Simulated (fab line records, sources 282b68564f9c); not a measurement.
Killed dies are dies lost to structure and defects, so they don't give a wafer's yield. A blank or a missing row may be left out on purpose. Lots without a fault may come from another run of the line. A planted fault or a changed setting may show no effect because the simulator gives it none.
Which tool did it? | flow rit_cmos | 7 lots, 21 wafers sampled, at 2 steps of a route of 202

WHAT THE GAUGES READ, wafer by wafer
RIT_M1_CD_MEAS_90: target cd 2600 nm.
lot  | measured    | on        | cd_nm (nm)
L883 | day 4 16:19 | cd_sem-02 | 2600 2602 2600
L885 | day 4 21:56 | cd_sem-02 | 2599 2598 2602
L887 | day 5 10:21 | cd_sem-02 | 2604 2603 2602
L891 | day 6 02:48 | cd_sem-01 | 2599 2604 2597
L893 | day 6 16:50 | cd_sem-01 | 2599 2595 2596
L896 | day 7 07:16 | cd_sem-02 | - - -
L901 | day 8 07:41 | cd_sem-01 | 2597 2596 2598

WHICH TOOL RAN EACH LOT (tool, then ch and the chambers of the sampled wafers, then the start)
lot  | RIT_M1_METAL_ETCH_12
L883 | rie_metal-02 ch 0, day 4 15:28
L885 | rie_metal-04 ch 0,1, day 4 21:25
L887 | rie_metal-03 ch 0,1, day 5 09:40
L891 | rie_metal-04 ch 0,1, day 6 02:17
L893 | rie_metal-04 ch 0,1, day 6 16:20
L896 | rie_metal-02 ch 0,1, day 7 06:45
L901 | rie_metal-03 ch 1, day 8 07:10
- RIT_M1_METAL_ETCH_12: etches Al in Cl2/BCl3, stops on SiO2, time 165 s, target depth 600 nm.

THE ANSWER, worked out from the rows above alone
Rule: what is usual is taken from the lots themselves. Put in order of their means at a reading, lots are off if they are a third of the lots or fewer, leave a main group of 4 or more, and stand apart from it by a gap of 3 or more times the standard deviation of the main group's means; of several such gaps the widest counts. A main group whose means are all the same, to the digits that the tables above print for the reading, isn't used. A lot without any number at a reading at which 4 lots or more have one is off too. The other lots that the step has rows for count as sound.
Off: L896, at RIT_M1_CD_MEAS_90 (cd_nm). Without a number there: L896. The main group: mean 2600 nm, standard deviation 2.2.
A tool fits if, at a process step before that reading, it ran every lot that is off, and no sound lot after the first of them. The gauges at RIT_M1_CD_MEAS_90 are tried like those tools. Can't be told from this: 2 tools fit, rie_metal-02 at RIT_M1_METAL_ETCH_12, cd_sem-02 at RIT_M1_CD_MEAS_90.

WHAT THE SIMULATOR HAD PUT IN
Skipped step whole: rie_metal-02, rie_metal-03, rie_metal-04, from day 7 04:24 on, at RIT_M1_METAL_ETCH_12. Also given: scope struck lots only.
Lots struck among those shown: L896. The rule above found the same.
